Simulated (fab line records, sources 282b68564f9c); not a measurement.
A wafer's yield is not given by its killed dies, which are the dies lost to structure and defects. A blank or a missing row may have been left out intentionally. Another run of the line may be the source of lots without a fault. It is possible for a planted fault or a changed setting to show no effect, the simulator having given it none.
fab line records + flow rit_cmos
record
- lots=6
- wafers=18
- last_day=6
route steps=202 shown ACTIVE@3 FOX1@20 FOX2@23 NWELL@28 PWELL@39 M1@202
lots with no fault: from the same line, run without faults
start_h: hours from the record's opening day to when the first of the lot's shown wafers began + wait_h: how many hours have passed since the lot's step before this one + " the same as in the row above + L1.1+2: a single row standing in for several wafers + - no value, or no start was given + * or withheld: withheld + < > ~ a bound
route shown NAME@n: a module of which the file shows steps, and the number in the route of the first + usual: mean/standard deviation of fault-free wafers + same: alike in all rows + chamber/n: place in a boat + sites: per-site readings + _std_site: the values' standard deviation + _edge_site: the outer-site mean with the inner-site mean subtracted + radius_mm: how far each site lies from the wafer's centre + mask NAME#n: copy n + behind: the most recent tool/chamber to have shaped the wafer + hold: reason for holding the lot/hours on hold/outcome of the hold + device: the n, p or np transistor that did not switch + end of line: at the end of the route, the tests of the same wafers + step lacking rows: just its recipe + killed: at the first sort, the dies lost to defects and structure; wafer yield is something else + map: per-die view of a wafer (x killed, . not killed, _ where there is no die)
set.NAME: the run value of the setting; set.NAME@STEP: its run value at that earlier step + model.NAME: the simulator's own value behind a step, which no gauge read
a table for each step, a row for each wafer; lots at some steps of the route
services: the hour from which a tool's chamber was out of use, counted from the record's first day as start_h (under 0 if before that day), plus the number of hours and why
## steps
# step RIT_ACTIVE_THK_MEAS_02
# recipe
- reads=SiO2_of_ACTIVE_OXIDATION_01
# usual
- ACTIVE_OXIDE_THK=42.5/1
| lot.wafer | tool          | chamber | start_h | wait_h | ACTIVE_OXIDE_THK[nm] |
|-----------|---------------|---------|---------|--------|----------------------|
| L154.1    | film_metro-03 | -       | 12.05   | 0.0    | 45.2                 |
| L154.2    | "             | -       | "       | "      | 45.7                 |
| L154.6    | "             | -       | "       | "      | 46.1                 |
| L156.2    | film_metro-02 | -       | 22.06   | 0.0    | 43.0                 |
| L156.3    | "             | -       | "       | "      | 43.4                 |
| L156.4    | "             | -       | "       | "      | 43.6                 |
| L158.3    | film_metro-03 | -       | 32.07   | 0.0    | 42.3                 |
| L158.4    | "             | -       | "       | "      | 42.5                 |
| L158.6    | "             | -       | "       | "      | 42.7                 |
| L164.2    | film_metro-02 | -       | 62.06   | 0.0    | 44.1                 |
| L164.3    | "             | -       | "       | "      | 43.7                 |
| L164.5    | "             | -       | "       | "      | 43.2                 |
| L165.1    | film_metro-03 | -       | 67.05   | 0.0    | 41.5                 |
| L165.4    | "             | -       | "       | "      | 41.9                 |
| L165.5    | "             | -       | "       | "      | 42.5                 |
| L170.1    | film_metro-02 | -       | 92.05   | 0.0    | 41.4                 |
| L170.3    | "             | -       | "       | "      | 41.3                 |
| L170.6    | "             | -       | "       | "      | 41.1                 |
# step RIT_ACTIVE_CVD_03
# recipe
- material=Si3N4
- target_thk_nm=150
- temp_c=810
- precursor=SiH2Cl2/NH3
- time_s=1500
- pressure_mtorr=300
- sih2cl2_flow_sccm=60
- nh3_flow_sccm=150
# step RIT_ACTIVE_THK_MEAS_04
# recipe
- reads=Si3N4_of_ACTIVE_CVD_03
# usual
- ACTIVE_NITRIDE_THK=149.8/1.3
| lot.wafer | tool          | chamber | start_h | wait_h | ACTIVE_NITRIDE_THK[nm] |
|-----------|---------------|---------|---------|--------|------------------------|
| L154.1    | film_metro-02 | -       | 13.53   | 0.0    | 149.5                  |
| L154.2    | "             | -       | "       | "      | 149.1                  |
| L154.6    | "             | -       | "       | "      | 151.1                  |
| L156.2    | film_metro-03 | -       | 23.54   | 0.0    | 148.3                  |
| L156.3    | "             | -       | "       | "      | 147.4                  |
| L156.4    | "             | -       | "       | "      | 148.0                  |
| L158.3    | film_metro-01 | -       | 33.55   | 0.0    | 153.4                  |
| L158.4    | "             | -       | "       | "      | 152.3                  |
| L158.6    | "             | -       | "       | "      | 151.8                  |
| L164.2    | film_metro-01 | -       | 63.54   | 0.0    | 150.2                  |
| L164.3    | "             | -       | "       | "      | 150.3                  |
| L164.5    | "             | -       | "       | "      | 149.7                  |
| L165.1    | film_metro-03 | -       | 68.53   | 0.0    | 148.7                  |
| L165.4    | "             | -       | "       | "      | 149.3                  |
| L165.5    | "             | -       | "       | "      | 149.9                  |
| L170.1    | film_metro-01 | -       | 93.53   | 0.0    | 149.3                  |
| L170.3    | "             | -       | "       | "      | 149.3                  |
| L170.6    | "             | -       | "       | "      | 149.1                  |
# step RIT_ACTIVE_HMDS_05
# recipe
- prime_time_s=60
- prime_temp_c=140
# step RIT_ACTIVE_COAT_06
# recipe
- resist=NOVOLAK
- spin_rpm=3250
- resist_thk_nm=1000
# step RIT_ACTIVE_SOFTBAKE_07
# recipe
- resist=NOVOLAK
- temp_c=90
- time_s=60
# step RIT_ACTIVE_EXPOSE_08
# recipe
- mask_id=M1
- na=0.6
- source_shape=conventional
- sigma_outer=0.6
- target_cd_nm=1400
- dose_mj=225
# step RIT_ACTIVE_PEB_09
# recipe
- resist=NOVOLAK
- temp_c=withheld
- time_s=withheld
# step RIT_ACTIVE_DEVELOP_10
# recipe
- resist=NOVOLAK
- develop_time_s=50
- dev_temp_c=23
# step RIT_ACTIVE_CD_MEAS_11
# recipe
- target_cd_nm=1400
# usual
- cd_nm=1400.3/2
| lot.wafer | tool      | chamber | start_h | wait_h | cd_nm  |
|-----------|-----------|---------|---------|--------|--------|
| L154.1    | cd_sem-02 | -       | 14.56   | -      | 1400.0 |
| L154.2    | "         | -       | "       | "      | 1398.3 |
| L154.6    | "         | -       | "       | "      | 1398.9 |
| L156.2    | cd_sem-02 | -       | 24.46   | -      | 1402.7 |
| L156.3    | "         | -       | "       | "      | 1402.7 |
| L156.4    | "         | -       | "       | "      | 1405.0 |
| L158.3    | cd_sem-01 | -       | 34.48   | -      | 1401.8 |
| L158.4    | "         | -       | "       | "      | 1403.2 |
| L158.6    | "         | -       | "       | "      | 1400.5 |
| L164.2    | cd_sem-02 | -       | 64.46   | -      | 1401.2 |
| L164.3    | "         | -       | "       | "      | 1400.3 |
| L164.5    | "         | -       | "       | "      | 1400.4 |
| L165.1    | cd_sem-01 | -       | 69.65   | -      | 1400.7 |
| L165.4    | "         | -       | "       | "      | 1400.0 |
| L165.5    | "         | -       | "       | "      | 1399.6 |
| L170.1    | cd_sem-01 | -       | 94.44   | -      | 1396.4 |
| L170.3    | "         | -       | "       | "      | 1396.5 |
| L170.6    | "         | -       | "       | "      | 1395.8 |
# step RIT_ACTIVE_HARDBAKE_12
# recipe
- resist=NOVOLAK
- temp_c=140
- time_s=60
# step RIT_ACTIVE_ETCH_13
# recipe
- stop_on=SiO2
- chemistry=SF6
- target=Si3N4
- time_s=210
- over_etch_frac=0.4
- SF6_flow_sccm=200
- pressure_mtorr=271.8
- rf_w=125
- target_depth_a=2100
# usual
- drypump_motor_current_A=5.8/0.41
- oes_product_au=0.817/0.013
- throttle_valve_pct=7.36/0.12
| lot.wafer | tool        | chamber | start_h | wait_h | drypump_motor_current_A | oes_product_au | rf_hours_counter_h | throttle_valve_pct |
|-----------|-------------|---------|---------|--------|-------------------------|----------------|--------------------|--------------------|
| L154.1    | rie_diel-04 | 2       | 14.83   | 0.1    | 5.3                     | 0.833          | 101                | 7.43               |
| L154.2    | "           | 3       | "       | "      | 5.0                     | 0.807          | 88                 | 7.22               |
| L154.6    | "           | 2       | "       | "      | 5.3                     | 0.836          | -                  | 7.43               |
| L156.2    | rie_diel-01 | 0       | 24.71   | 0.1    | 6.0                     | 0.812          | 4                  | 7.42               |
| L156.3    | "           | 3       | "       | "      | 5.6                     | 0.806          | 158                | 7.20               |
| L156.4    | "           | 2       | "       | "      | 5.4                     | 0.796          | 61                 | 7.54               |
| L158.3    | rie_diel-04 | 1       | 34.71   | 0.1    | 6.2                     | 0.848          | 2                  | 7.39               |
| L158.4    | "           | 3       | "       | "      | 5.0                     | 0.816          | 89                 | 7.22               |
| L158.6    | "           | 2       | "       | "      | 5.3                     | 0.838          | -                  | 7.44               |
| L164.2    | rie_diel-04 | 0       | 64.71   | 0.1    | 6.0                     | 0.807          | 105                | 7.28               |
| L164.3    | "           | 3       | "       | "      | 5.0                     | 0.818          | 89                 | 7.21               |
| L164.5    | "           | 3       | "       | "      | 5.0                     | 0.812          | -                  | 7.20               |
| L165.1    | rie_diel-01 | 2       | 69.92   | 0.1    | 5.4                     | 0.794          | 62                 | 7.56               |
| L165.4    | "           | 3       | "       | "      | 5.7                     | 0.818          | 159                | 7.19               |
| L165.5    | "           | 3       | "       | "      | 5.7                     | 0.822          | -                  | 7.20               |
| L170.1    | rie_diel-01 | 3       | 94.71   | 0.1    | 5.6                     | 0.816          | 160                | 7.18               |
| L170.3    | "           | 2       | "       | "      | 5.4                     | 0.801          | 63                 | 7.56               |
| L170.6    | "           | 0       | "       | "      | 5.9                     | 0.812          | -                  | 7.42               |
# step RIT_ACTIVE_STRIP_14
# recipe
- chemistry=O2
- time_s=180
- resist=NOVOLAK
- platen_temp_c=withheld
- power_w=500
- pressure_mtorr=4000
- o2_flow_sccm=4000
# usual
- drypump_motor_current_A=5.6/0.56
| lot.wafer | tool            | chamber | start_h | wait_h | drypump_motor_current_A | rf_hours_counter_h |
|-----------|-----------------|---------|---------|--------|-------------------------|--------------------|
| L154.1    | plasma_asher-03 | 1       | 14.97   | 0.1    | 6.1                     | 38                 |
| L154.2    | "               | 0       | "       | "      | 4.7                     | 38                 |
| L154.6    | "               | 0       | "       | "      | 4.7                     | -                  |
| L156.2    | plasma_asher-03 | 1       | 24.84   | 0.1    | 6.1                     | 39                 |
| L156.3    | "               | 0       | "       | "      | 4.7                     | -                  |
| L156.4    | "               | 1       | "       | "      | 6.1                     | -                  |
| L158.3    | plasma_asher-03 | 1       | 34.90   | 0.1    | 6.1                     | -                  |
| L158.4    | "               | 0       | "       | "      | 4.8                     | -                  |
| L158.6    | "               | 0       | "       | "      | 4.7                     | -                  |
| L164.2    | plasma_asher-03 | 1       | 64.84   | 0.1    | 6.1                     | 43                 |
| L164.3    | "               | 0       | "       | "      | 4.8                     | -                  |
| L164.5    | "               | 1       | "       | "      | 6.1                     | -                  |
| L165.1    | plasma_asher-03 | 1       | 70.05   | 0.1    | 6.2                     | 44                 |
| L165.4    | "               | 0       | "       | "      | 4.7                     | -                  |
| L165.5    | "               | 1       | "       | "      | 6.2                     | -                  |
| L170.1    | plasma_asher-04 | 1       | 94.84   | 0.1    | 6.2                     | 27                 |
| L170.3    | "               | 1       | "       | "      | 6.2                     | -                  |
| L170.6    | "               | 1       | "       | "      | 6.2                     | -                  |
# step RIT_ACTIVE_CD_MEAS_90
# recipe
- target_cd_nm=1400
# usual
- cd_nm=1400.2/2.1
| lot.wafer | tool      | chamber | start_h | wait_h | cd_nm  |
|-----------|-----------|---------|---------|--------|--------|
| L154.1    | cd_sem-02 | -       | 15.25   | 0.2    | 1400.2 |
| L154.2    | "         | -       | "       | "      | 1397.6 |
| L154.6    | "         | -       | "       | "      | 1398.6 |
| L156.2    | cd_sem-02 | -       | 25.04   | 0.1    | 1402.6 |
| L156.3    | "         | -       | "       | "      | 1402.7 |
| L156.4    | "         | -       | "       | "      | 1404.6 |
| L158.3    | cd_sem-01 | -       | 35.06   | 0.1    | 1402.2 |
| L158.4    | "         | -       | "       | "      | 1403.1 |
| L158.6    | "         | -       | "       | "      | 1400.9 |
| L164.2    | cd_sem-01 | -       | 65.04   | 0.1    | 1401.2 |
| L164.3    | "         | -       | "       | "      | 1400.1 |
| L164.5    | "         | -       | "       | "      | 1400.2 |
| L165.1    | cd_sem-02 | -       | 70.23   | 0.1    | 1400.8 |
| L165.4    | "         | -       | "       | "      | 1400.2 |
| L165.5    | "         | -       | "       | "      | 1399.3 |
| L170.1    | cd_sem-02 | -       | 95.02   | 0.1    | 1396.2 |
| L170.3    | "         | -       | "       | "      | 1396.2 |
| L170.6    | "         | -       | "       | "      | 1395.9 |
# step RIT_ACTIVE_CLEAN_15
# recipe
- chemistry=SC1
- mix=3:3:50
- time_s=600
- temp_c=75
# step RIT_ACTIVE_CLEAN_16
# recipe
- chemistry=dHF
- dilution=50:1
- time_s=30
# step RIT_ACTIVE_CLEAN_17
# recipe
- chemistry=SC2
- mix=3:3:50
- time_s=600
- temp_c=75
- dry=n2_spin
# step RIT_FOX1_OXIDATION_00
# recipe
- temp_c=1100
- ambient=H2O
- target_thk_a=3507
- p_h2o_torr=720
- ox_time_s=1130
# step RIT_FOX1_THK_MEAS_01
# recipe
- reads=SiO2_of_FOX1_OXIDATION_00
# usual
- FOX1_OXIDE_THK=348/6.9
| lot.wafer | tool          | chamber | start_h | wait_h | FOX1_OXIDE_THK[nm] |
|-----------|---------------|---------|---------|--------|--------------------|
| L154.1    | film_metro-02 | -       | 17.49   | 0.0    | 349                |
| L154.2    | "             | -       | "       | "      | 353                |
| L154.6    | "             | -       | "       | "      | 350                |
| L156.2    | film_metro-04 | -       | 28.02   | 0.0    | 358                |
| L156.3    | "             | -       | "       | "      | 353                |
| L156.4    | "             | -       | "       | "      | 356                |
| L158.3    | film_metro-01 | -       | 38.95   | 0.0    | 347                |
| L158.4    | "             | -       | "       | "      | 352                |
| L158.6    | "             | -       | "       | "      | 341                |
| L164.2    | film_metro-04 | -       | 66.83   | 0.0    | 338                |
| L164.3    | "             | -       | "       | "      | 341                |
| L164.5    | "             | -       | "       | "      | 335                |
| L165.1    | film_metro-02 | -       | 72.03   | 0.0    | 346                |
| L165.4    | "             | -       | "       | "      | 348                |
| L165.5    | "             | -       | "       | "      | 351                |
| L170.1    | film_metro-01 | -       | 96.85   | 0.0    | 352                |
| L170.3    | "             | -       | "       | "      | 351                |
| L170.6    | "             | -       | "       | "      | 357                |
# step RIT_FOX1_WET_ETCH_02
# recipe
- chemistry=BOE
- target_depth_nm=350
- time_s=390
- temp_c=21.5
- dry=n2_spin
- dilution=10:1
- target=SiO2
# step RIT_FOX2_OXIDATION_00
# recipe
- temp_c=1100
- ambient=H2O
- target_thk_a=3507
- p_h2o_torr=720
- ox_time_s=1181
# step RIT_FOX2_THK_MEAS_01
# recipe
- reads=SiO2_of_FOX2_OXIDATION_00
# usual
- FOX2_OXIDE_THK=359/8.3
| lot.wafer | tool          | chamber | start_h | wait_h | FOX2_OXIDE_THK[nm] |
|-----------|---------------|---------|---------|--------|--------------------|
| L154.1    | film_metro-01 | -       | 19.17   | 0.0    | 360                |
| L154.2    | "             | -       | "       | "      | 368                |
| L154.6    | "             | -       | "       | "      | 364                |
| L156.2    | film_metro-04 | -       | 29.51   | 0.0    | 355                |
| L156.3    | "             | -       | "       | "      | 356                |
| L156.4    | "             | -       | "       | "      | 355                |
| L158.3    | film_metro-01 | -       | 40.44   | 0.0    | 359                |
| L158.4    | "             | -       | "       | "      | 354                |
| L158.6    | "             | -       | "       | "      | 361                |
| L164.2    | film_metro-04 | -       | 68.38   | 0.0    | 357                |
| L164.3    | "             | -       | "       | "      | 355                |
| L164.5    | "             | -       | "       | "      | 361                |
| L165.1    | film_metro-03 | -       | 73.52   | 0.0    | 350                |
| L165.4    | "             | -       | "       | "      | 352                |
| L165.5    | "             | -       | "       | "      | 350                |
| L170.1    | film_metro-04 | -       | 98.35   | 0.0    | 356                |
| L170.3    | "             | -       | "       | "      | 359                |
| L170.6    | "             | -       | "       | "      | 362                |
# step RIT_FOX2_CLEAN_02
# recipe
- chemistry=dHF
- dilution=50:1
- time_s=180
# step RIT_FOX2_WET_ETCH_03
# recipe
- chemistry=H3PO4
- target=Si3N4
- target_depth_nm=195
- temp_c=165
- time_s=2700
# step RIT_FOX2_THK_MEAS_90
# recipe
- reads=SiO2_of_FOX2_OXIDATION_00
# usual
- FIELD_OXIDE_LEFT_1_THK=332/8.3
| lot.wafer | tool          | chamber | start_h | wait_h | FIELD_OXIDE_LEFT_1_THK[nm] |
|-----------|---------------|---------|---------|--------|----------------------------|
| L154.1    | film_metro-03 | -       | 20.04   | 0.0    | 333                        |
| L154.2    | "             | -       | "       | "      | 341                        |
| L154.6    | "             | -       | "       | "      | 336                        |
| L156.2    | film_metro-04 | -       | 30.38   | 0.0    | 328                        |
| L156.3    | "             | -       | "       | "      | 328                        |
| L156.4    | "             | -       | "       | "      | 327                        |
| L158.3    | film_metro-04 | -       | 41.31   | 0.0    | 331                        |
| L158.4    | "             | -       | "       | "      | 326                        |
| L158.6    | "             | -       | "       | "      | 333                        |
| L164.2    | film_metro-04 | -       | 69.26   | 0.0    | 329                        |
| L164.3    | "             | -       | "       | "      | 327                        |
| L164.5    | "             | -       | "       | "      | 332                        |
| L165.1    | film_metro-01 | -       | 74.40   | 0.0    | 322                        |
| L165.4    | "             | -       | "       | "      | 325                        |
| L165.5    | "             | -       | "       | "      | 322                        |
| L170.1    | film_metro-03 | -       | 99.29   | 0.0    | 329                        |
| L170.3    | "             | -       | "       | "      | 331                        |
| L170.6    | "             | -       | "       | "      | 335                        |
# step RIT_NWELL_HMDS_00
# recipe
- prime_time_s=60
- prime_temp_c=140
# step RIT_NWELL_COAT_01
# recipe
- resist=NOVOLAK
- spin_rpm=2000
- resist_thk_nm=1300
# step RIT_NWELL_SOFTBAKE_02
# recipe
- resist=NOVOLAK
- temp_c=90
- time_s=60
# step RIT_NWELL_EXPOSE_03
# recipe
- mask_id=M2
- na=0.57
- target_cd_nm=43900
- dose_mj=250
# step RIT_NWELL_PEB_04
# recipe
- resist=NOVOLAK
- temp_c=withheld
- time_s=withheld
# step RIT_NWELL_DEVELOP_05
# recipe
- resist=NOVOLAK
- develop_time_s=68
- dev_temp_c=23
# step RIT_NWELL_OVL_MEAS_06
# usual
- NWELL_OVL=-0.5/1.3
| lot.wafer | tool       | chamber | start_h | wait_h | NWELL_OVL[nm] |
|-----------|------------|---------|---------|--------|---------------|
| L154.1    | overlay-01 | -       | 21.11   | -      | 0.6           |
| L154.2    | "          | -       | "       | "      | -1.0          |
| L154.6    | "          | -       | "       | "      | -1.2          |
| L156.2    | overlay-02 | -       | 31.45   | -      | -0.5          |
| L156.3    | "          | -       | "       | "      | -3.6          |
| L156.4    | "          | -       | "       | "      | -0.2          |
| L158.3    | overlay-02 | -       | 42.37   | -      | 0.4           |
| L158.4    | "          | -       | "       | "      | 1.7           |
| L158.6    | "          | -       | "       | "      | 0.8           |
| L164.2    | overlay-01 | -       | 70.20   | -      | 0.3           |
| L164.3    | "          | -       | "       | "      | -0.1          |
| L164.5    | "          | -       | "       | "      | 0.5           |
| L165.1    | overlay-01 | -       | 75.34   | -      | 0.6           |
| L165.4    | "          | -       | "       | "      | 1.8           |
| L165.5    | "          | -       | "       | "      | 1.2           |
| L170.1    | overlay-01 | -       | 100.23  | -      | 0.7           |
| L170.3    | "          | -       | "       | "      | 0.8           |
| L170.6    | "          | -       | "       | "      | 1.4           |
# step RIT_NWELL_HARDBAKE_07
# recipe
- resist=NOVOLAK
- temp_c=140
- time_s=120
# step RIT_NWELL_IMPLANT_08
# recipe
- species=P
- energy_kev=170
- dose_cm2=5e+13
- tilt_deg=7
# step RIT_NWELL_STRIP_09
# recipe
- chemistry=O2
- time_s=180
- resist=NOVOLAK
- platen_temp_c=withheld
- power_w=500
- pressure_mtorr=4000
- o2_flow_sccm=4000
# usual
- drypump_motor_current_A=5.6/0.45
| lot.wafer | tool            | chamber | start_h | wait_h | drypump_motor_current_A | rf_hours_counter_h |
|-----------|-----------------|---------|---------|--------|-------------------------|--------------------|
| L154.1    | plasma_asher-02 | 0       | 21.54   | 0.1    | 5.5                     | 38                 |
| L154.2    | "               | 1       | "       | "      | 5.8                     | 38                 |
| L154.6    | "               | 0       | "       | "      | 5.5                     | -                  |
| L156.2    | plasma_asher-01 | 0       | 31.99   | 0.1    | 5.7                     | 40                 |
| L156.3    | "               | 1       | "       | "      | 5.7                     | -                  |
| L156.4    | "               | 0       | "       | "      | 5.7                     | -                  |
| L158.3    | plasma_asher-03 | 0       | 42.85   | 0.1    | 4.7                     | -                  |
| L158.4    | "               | 1       | "       | "      | 6.1                     | -                  |
| L158.6    | "               | 0       | "       | "      | 4.7                     | -                  |
| L164.2    | plasma_asher-03 | 1       | 70.63   | 0.1    | 6.1                     | 44                 |
| L164.3    | "               | 0       | "       | "      | 4.7                     | -                  |
| L164.5    | "               | 0       | "       | "      | 4.8                     | -                  |
| L165.1    | plasma_asher-02 | 1       | 75.79   | 0.1    | 5.8                     | 44                 |
| L165.4    | "               | 0       | "       | "      | 5.5                     | -                  |
| L165.5    | "               | 0       | "       | "      | 5.5                     | -                  |
| L170.1    | plasma_asher-03 | 0       | 100.67  | 0.1    | 4.7                     | 47                 |
| L170.3    | "               | 0       | "       | "      | 4.7                     | -                  |
| L170.6    | "               | 1       | "       | "      | 6.1                     | -                  |
# step RIT_NWELL_TW_MEAS_10
# usual
- NWELL_TW=2150/9.8
| lot.wafer | tool          | chamber | start_h | wait_h | NWELL_TW |
|-----------|---------------|---------|---------|--------|----------|
| L154.1    | film_metro-03 | -       | 21.72   | 0.1    | 2132     |
| L154.2    | "             | -       | "       | "      | 2139     |
| L154.6    | "             | -       | "       | "      | 2136     |
| L156.2    | film_metro-02 | -       | 32.18   | 0.1    | 2129     |
| L156.3    | "             | -       | "       | "      | 2147     |
| L156.4    | "             | -       | "       | "      | 2142     |
| L158.3    | film_metro-03 | -       | 42.99   | 0.1    | 2142     |
| L158.4    | "             | -       | "       | "      | 2136     |
| L158.6    | "             | -       | "       | "      | 2137     |
| L164.2    | film_metro-04 | -       | 70.81   | 0.1    | 2158     |
| L164.3    | "             | -       | "       | "      | 2158     |
| L164.5    | "             | -       | "       | "      | 2153     |
| L165.1    | film_metro-04 | -       | 75.96   | 0.1    | 2141     |
| L165.4    | "             | -       | "       | "      | 2148     |
| L165.5    | "             | -       | "       | "      | 2132     |
| L170.1    | film_metro-02 | -       | 100.84  | 0.1    | 2162     |
| L170.3    | "             | -       | "       | "      | 2172     |
| L170.6    | "             | -       | "       | "      | 2167     |
# step RIT_PWELL_HMDS_00
# recipe
- prime_time_s=60
- prime_temp_c=140
# step RIT_PWELL_COAT_01
# recipe
- resist=NOVOLAK
- spin_rpm=2000
- resist_thk_nm=1308
# step RIT_PWELL_SOFTBAKE_02
# recipe
- resist=NOVOLAK
- temp_c=90
- time_s=60
# step RIT_PWELL_EXPOSE_03
# recipe
- mask_id=M3
- na=0.57
- target_cd_nm=43700
- dose_mj=250
# step RIT_PWELL_PEB_04
# recipe
- resist=NOVOLAK
- temp_c=withheld
- time_s=withheld
# step RIT_PWELL_DEVELOP_05
# recipe
- resist=NOVOLAK
- develop_time_s=68
- dev_temp_c=23
# step RIT_M1_PROBE_99
# usual
- killed_at_M0_to_M3=0.0/0.14
- killed_at_front_end=6.5/3
- killed_dies=6.6/3
- killed_open=3.4/2.2
- killed_short=3.3/1.7
# same
- gross_dies=264
- killed_at_M4_up=0
- killed_at_back_side=0
- killed_at_contacts=0
- killed_at_other=0
| lot.wafer | tool      | chamber | start_h | wait_h | killed_at_M0_to_M3 | killed_at_front_end | killed_dies | killed_open | killed_short |
|-----------|-----------|---------|---------|--------|--------------------|---------------------|-------------|-------------|--------------|
| L154.1    | prober-01 | -       | 59.96   | 0.1    | 0                  | 3                   | 3           | 1           | 2            |
| L154.2    | prober-01 | -       | 60.01   | 0.1    | 0                  | 3                   | 3           | 1           | 2            |
| L154.6    | prober-01 | -       | 60.21   | 0.2    | 0                  | 7                   | 7           | 2           | 5            |
| L156.2    | prober-01 | -       | 68.57   | 0.1    | 0                  | 15                  | 15          | 10          | 5            |
| L156.3    | prober-01 | -       | 68.62   | 0.2    | 0                  | 10                  | 10          | 7           | 3            |
| L156.4    | prober-01 | -       | 68.67   | 0.2    | 0                  | 7                   | 7           | 3           | 4            |
| L158.3    | prober-01 | -       | 79.05   | 0.2    | 0                  | 8                   | 8           | 4           | 4            |
| L158.4    | prober-01 | -       | 79.10   | 0.2    | 1                  | 8                   | 9           | 5           | 4            |
| L158.6    | prober-01 | -       | 79.20   | 0.2    | 0                  | 8                   | 8           | 2           | 6            |
| L164.2    | prober-01 | -       | 107.42  | 0.1    | 0                  | 4                   | 4           | 2           | 2            |
| L164.3    | prober-01 | -       | 107.47  | 0.2    | 0                  | 36                  | 36          | 3           | 1            |
| L164.5    | prober-01 | -       | 107.57  | 0.2    | 0                  | 7                   | 7           | 3           | 4            |
| L165.1    | prober-02 | -       | 112.80  | 0.1    | 0                  | 7                   | 7           | 1           | 6            |
| L165.4    | prober-02 | -       | 112.95  | 0.2    | 0                  | 38                  | 38          | 2           | 3            |
| L165.5    | prober-02 | -       | 113.00  | 0.2    | 0                  | 7                   | 7           | 2           | 5            |
| L170.1    | prober-01 | -       | 138.36  | 0.1    | 0                  | 9                   | 9           | 7           | 2            |
| L170.3    | prober-01 | -       | 138.46  | 0.2    | 0                  | 6                   | 6           | 2           | 4            |
| L170.6    | prober-01 | -       | 138.61  | 0.2    | 0                  | 1                   | 1           | 0           | 1            |
# killed by level:class
L154.1 FOX1:geometric_particle:short=1 SILICIDE:geometric_particle:short=1 SILICIDE:geometric_particle:open=1
L154.2 SILICIDE:geometric_particle:short=1 REOX:geometric_particle:open=1 REOX:geometric_particle:short=1
L154.6 GATE:geometric_particle:short=2 REOX:geometric_particle:open=1 REOX:geometric_particle:short=1 SPACER:geometric_particle:short=1 SILICIDE:geometric_particle:open=1 SILICIDE:geometric_particle:short=1
L156.2 FOX1:geometric_particle:open=2 FOX2:geometric_particle:open=2 GATE:geometric_particle:short=2 SPACER:geometric_particle:open=2 SILICIDE:geometric_particle:open=2 FOX2:geometric_particle:short=1 GATE:geometric_particle:open=1 REOX:geometric_particle:open=1
L156.3 GATE:geometric_particle:open=4 FOX2:geometric_particle:open=2 FOX1:geometric_particle:open=1 FOX2:geometric_particle:short=1 GATE:geometric_particle:short=1 SPACER:geometric_particle:short=1
L156.4 GATE:geometric_particle:open=2 FOX2:geometric_particle:short=1 GATE:geometric_particle:short=1 SPACER:geometric_particle:short=1 SILICIDE:geometric_particle:short=1 SILICIDE:geometric_particle:open=1
L158.3 GATE:geometric_particle:short=2 GATE:geometric_particle:open=2 FOX2:geometric_particle:open=1 FOX2:geometric_particle:short=1 SPACER:geometric_particle:open=1 SILICIDE:geometric_particle:short=1
L158.4 GATE:geometric_particle:open=3 GATE:geometric_particle:short=2 SPACER:geometric_particle:short=1 SPACER:geometric_particle:open=1 SILICIDE:geometric_particle:open=1 M1:geometric_particle:short=1
L158.6 GATE:geometric_particle:short=2 FOX1:geometric_particle:short=1 FOX2:geometric_particle:short=1 FOX2:geometric_particle:open=1 GATE:geometric_particle:open=1 REOX:geometric_particle:short=1 SPACER:geometric_particle:short=1
L164.2 GATE:geometric_particle:open=1 GATE:geometric_particle:short=1 REOX:geometric_particle:short=1 SPACER:geometric_particle:open=1
L164.3 ACTIVE:unspecified=32 GATE:geometric_particle:open=1 REOX:geometric_particle:open=1 SPACER:geometric_particle:open=1 SILICIDE:geometric_particle:short=1
L164.5 FOX1:geometric_particle:open=2 GATE:geometric_particle:short=2 FOX1:geometric_particle:short=1 REOX:geometric_particle:short=1 SPACER:geometric_particle:open=1
L165.1 GATE:geometric_particle:short=3 FOX2:geometric_particle:short=1 REOX:geometric_particle:short=1 SPACER:geometric_particle:short=1 SPACER:geometric_particle:open=1
L165.4 ACTIVE:unspecified=33 FOX1:geometric_particle:open=1 FOX1:geometric_particle:short=1 GATE:geometric_particle:short=1 SPACER:geometric_particle:short=1 SPACER:geometric_particle:open=1
L165.5 GATE:geometric_particle:short=2 SPACER:geometric_particle:short=2 FOX1:geometric_particle:short=1 GATE:geometric_particle:open=1 SPACER:geometric_particle:open=1
L170.1 GATE:geometric_particle:open=3 REOX:geometric_particle:short=2 SILICIDE:geometric_particle:open=2 FOX1:geometric_particle:open=1 REOX:geometric_particle:open=1
L170.3 GATE:geometric_particle:open=2 REOX:geometric_particle:short=2 FOX1:geometric_particle:short=1 SPACER:geometric_particle:short=1
L170.6 SILICIDE:geometric_particle:short=1
# map L164.3 (x killed, . not)
________......._______
_____.............____
____...............___
___.................__
__...x..............._
__..................._
_....................x
_.....................
_.........x...........
_........xxxxxx.......
__........xxxxx......_
__.......xxxxxx......_
___......xxxxxxx....__
____....x.xxxxx..x.___
_____.......xx....____
________......._______
# map L165.4 (x killed, . not)
________......._______
_____.............____
____...............___
___.................__
__..................._
__...x..............._
_.....................
_.....................
_...........x.........
_........xxxxx........
__....x..xxxxxx......_
__.....xxxxxxxxx....._
___......xxxxxx.....__
____..x..xxxx..x...___
_____....x..xx....____
________......._______
## services
| tool            | chamber | start_h | hours | kind           |
|-----------------|---------|---------|-------|----------------|
| plasma_asher-04 | -       | -2.32   | 0.6   | repair         |
| rie_diel-04     | 3       | 16.98   | 12.8  | repair         |
| rie_diel-04     | 0       | 20.65   | 7.6   | repair         |
| rie_diel-01     | -       | 27.14   | 0.1   | repair         |
| plasma_asher-03 | -       | 36.07   | 1.1   | repair         |
| rie_diel-01     | 0       | 59.10   | 5.6   | repair         |
| rie_diel-01     | -       | 76.79   | 0.7   | repair         |
| rie_diel-01     | 1       | 80.48   | -     | clean          |
| rie_diel-01     | 1       | 80.48   | 23.1  | scheduled_down |
| rie_diel-01     | 1       | 80.48   | 23.1  | vent_cycle     |
## key
first_sign
- step=RIT_M1_PROBE_99
- reading=killed_dies
- direction=up
- sigmas=10
- usual=6.6
- struck=37
effect
- step=RIT_M1_PROBE_99
- reading=killed_at_front_end
- direction=up
- sigmas=10
- usual=6.5
- struck=37
met_at RIT_ACTIVE_STRIP_14
struck_wafers L164.3,L165.4
tester_left_out L164,L165
onset_between 34.90 64.84
fault
- kind=chamber_particle_source
- tool=plasma_asher-03
- chamber=0
- onset_h=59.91
- steps=RIT_ACTIVE_STRIP_14
- rate_per_visit_cm2=1.0584
- end_h=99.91
# tester_left_out: of these lots the tester's yield and bins aren't shown, on N5 and GAA mostly nor the transistor test; their killed dies are dies lost to structure and defects alone, not to doping, threshold or leakage, so they don't give the yield
